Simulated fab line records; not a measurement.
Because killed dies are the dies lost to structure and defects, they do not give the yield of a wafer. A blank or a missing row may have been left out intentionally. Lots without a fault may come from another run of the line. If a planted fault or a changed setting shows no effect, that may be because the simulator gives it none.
Struck lot and sound lot, side by side	flow berkeley cmos170	14 steps out of a route of 331
Sound: wafers L521.2, L521.5, L521.6. Struck: wafer L530.4. (L530.3, L530.5 of the same lot were not struck and are left out.) The cause comes at the end.
Each step with rows lists, per side, the tool, then ch with its chambers, then its first start. Under that, the readings that differ: sound wafers	struck wafers	difference of the means	sigmas: that difference in standard deviations of wafers without a fault.
alike: readings whose means differ by less than 2 such deviations, and words and numbers that are the same on both sides. not compared: withheld readings, readings that some wafer has no value for, bounds like >300 that may hide the same value, and numbers for which the record gives no deviation and whose values overlap.
A row with sigmas, a row that says differs or no value, or rows on one side alone: a step with any of these is where the two part. Numbers that don't overlap but have no deviation are shown without sigmas and don't part them. Lack of a reading on every wafer of one side parts them only where that side has two or more wafers.

first, 2 steps without rows for these wafers: UCB170_NLDD_PEB_04; UCB170_NLDD_DEVELOP_05 (develop time 45 s).
UCB170_NLDD_CD_MEAS_06: target cd 1200 nm.
  sound: cd sem-01 at day 7 17:35; struck: cd sem-02 at day 9 17:31
  alike: cd nm
UCB170_NLDD_OVL_MEAS_07:
  sound: overlay-02 at day 7 17:41; struck: overlay-01 at day 9 18:00
  alike: NLDD_OVL
then, 2 steps without rows for these wafers: UCB170_NLDD_IMPLANT_08; UCB170_NLDD_IMPLANT_09.
UCB170_NLDD_STRIP_10: strips in O2.
  sound on plasma asher-02 ch 0,1, day 7 18:01; struck on plasma asher-04 ch 0, day 9 18:26
reading	sound	struck	difference	sigmas
o2 flow sccm (sccm)	398.6 398.5 398.3	401.4	+2.9	+2
  alike: chamber pressure mTorr, drypump motor current A, oes product au, strip time to endpoint s
  not compared: rf hours counter h
UCB170_NLDD_TW_MEAS_11:
  sound: film metro-03 at day 7 18:08; struck: film metro-03 at day 9 18:31
  alike: NLDD_TW
then, 1 step without rows for these wafers: UCB170_NLDD_CLEAN_12 (cleans in SPM, time 600 s).
UCB170_SPACER_CVD_00: deposits SiO2 from TEOS/O2, target thk 376 nm, time 47 s.
  sound on pecvd-01 ch 0,1, day 7 18:22; struck on pecvd-03 ch 0, day 9 18:46
reading	sound	struck	difference	sigmas
heater power w (W)	183 262 204	373	+157	+3
UCB170_SPACER_THK_MEAS_01:
  sound: film metro-02 at day 7 18:26; struck: film metro-03 at day 9 18:50
  alike: SPACER_TEOS_THK
then, 1 step without rows for these wafers: UCB170_SPACER_ANNEAL_02 (time 1800 s).
UCB170_SPACER_ETCHBACK_03: etches SiO2 in CHF3/CF4/Ar, stops on Si, target depth 376 nm, time 100 s.
  sound on rie diel-03 ch 1,2,3, day 7 23:12; struck on rie diel-04 ch 0, day 9 23:57
reading	sound	struck	difference	sigmas
oes product au (a.u.)	0.867 0.916 0.882	0.800	-0.088	-5
model.etch.depth nm (nm)	366.4 374.1 376.4	310.9	-61.4	
  alike: chamber pressure mTorr, drypump motor current A, throttle valve pct
  not compared: rf hours counter h
then, 1 step without rows for these wafers: UCB170_PSD_HMDS_00 (prime time 60 s).

## WHERE THEY PART
At UCB170_NLDD_STRIP_10 first; at UCB170_SPACER_ETCHBACK_03 last (within this record only).

WHY: the cause the simulator had injected
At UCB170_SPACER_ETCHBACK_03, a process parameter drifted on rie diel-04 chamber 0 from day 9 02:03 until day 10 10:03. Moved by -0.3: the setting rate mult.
